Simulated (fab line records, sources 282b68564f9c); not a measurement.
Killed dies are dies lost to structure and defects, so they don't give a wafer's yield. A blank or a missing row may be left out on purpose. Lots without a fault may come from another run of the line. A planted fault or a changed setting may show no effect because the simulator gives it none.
A struck lot beside a sound one | flow rit_cmos | 15 steps out of a route of 202
Sound: wafers L440.1, L440.2, L440.4. Struck: wafers L445.4, L445.5, L445.6. The cause comes at the end.
At each step with rows: each side's tool, then ch and its chambers, then its first start. Under that, the readings that differ: sound wafers | struck wafers | difference of the means | sigmas: that difference in standard deviations of wafers without a fault.
alike: readings whose means differ by less than 2 such deviations, and words and numbers that are the same on both sides. not compared: withheld readings, readings that some wafer has no value for, bounds like >300 that may hide the same value, and numbers for which the record gives no deviation and whose values overlap.
The two part at a step that has a row with sigmas, a row that says differs or no value, or rows on one side only. Numbers that don't overlap but have no deviation are shown without sigmas and don't part them. A reading that every wafer of one side lacks parts them only if that side has two wafers or more.

first, 2 steps without rows for these wafers: RIT_SDANNEAL_CLEAN_01 (cleans in dHF, time 30 s); RIT_SDANNEAL_CLEAN_02 (cleans in SC2, time 600 s).
RIT_SDANNEAL_RTA_03: time 5 s.
  sound on rtp_anneal-01 ch 0, day 3 16:58; struck on rtp_anneal-01 ch 0, day 5 05:58
  alike: wafer_temp_C_max
RIT_SDANNEAL_RS_MEAS_04: measures by four-point-probe.
  sound on film_metro-02, day 3 17:02; struck on film_metro-02, day 5 06:05
  alike: PSD_RS
RIT_SDANNEAL_RS_MEAS_05: measures by four-point-probe.
  sound on film_metro-02, day 3 17:09; struck on film_metro-02, day 5 06:12
  alike: NSD_RS
RIT_SDANNEAL_RS_MEAS_06: measures by four-point-probe.
  sound on film_metro-02, day 3 17:16; struck on film_metro-02, day 5 06:19
  alike: PLDD_RS
RIT_SDANNEAL_RS_MEAS_07: measures by four-point-probe.
  sound on film_metro-02, day 3 17:23; struck on film_metro-02, day 5 06:26
  alike: NLDD_RS
then, 1 step without rows for these wafers: RIT_SILICIDE_WET_ETCH_00 (etches SiO2 in BOE, target depth 14 nm, time 15 s).
RIT_SILICIDE_SPUTTER_01: material Ti, target thk 30 nm, time 240 s.
  sound on pvd_sputter-02, day 3 17:31; struck on pvd_sputter-04, day 5 06:31
  alike: throttle_valve_pct
RIT_SILICIDE_RS_MEAS_02: measures by four-point-probe.
  sound on film_metro-04, day 3 17:42; struck on film_metro-03, day 5 06:43
  alike: SILICIDE_TI_RS
RIT_SILICIDE_THK_MEAS_03: measures by xrf.
  sound on film_metro-04, day 3 17:49; struck on film_metro-03, day 5 06:49
  alike: SILICIDE_TI_THK
RIT_SILICIDE_RTA_04: time 10 s, ramp up 5 s, ramp down 5 s.
  sound on rtp_anneal-01 ch 0, day 3 17:53; struck on rtp_anneal-02 ch 0, day 5 06:53
  alike: wafer_temp_C_max
RIT_SILICIDE_WET_ETCH_05: etches Ti in SPM, time 120 s.
  sound on wet_bench-01 ch 3, day 3 17:56; struck on wet_bench-01 ch 0, day 5 06:55
  reading          | sound       | struck   | difference | sigmas
  run_length_s (s) | 146 146 146 | 86 86 86 | -60        | -19
RIT_SILICIDE_RTA_06: time 10 s, ramp up 5 s, ramp down 10 s.
  sound on rtp_anneal-02 ch 0, day 3 17:59; struck on rtp_anneal-01 ch 0, day 5 07:01
  alike: wafer_temp_C_max
RIT_M1_PROBE_99:
  sound on prober-02, day 4 00:33; struck on prober-02, day 5 13:38
  alike: killed_at_contacts, killed_at_front_end, killed_dies, killed_open, killed_short

WHERE THEY PART
Only at RIT_SILICIDE_WET_ETCH_05, within this record. Later steps at which nothing parts them and some readings are alike: RIT_SILICIDE_RTA_06, RIT_M1_PROBE_99.

WHY: what the simulator had put in
Process parameter drift: wet_bench-01, from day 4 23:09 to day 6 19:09, at RIT_SILICIDE_WET_ETCH_05. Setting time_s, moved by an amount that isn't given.
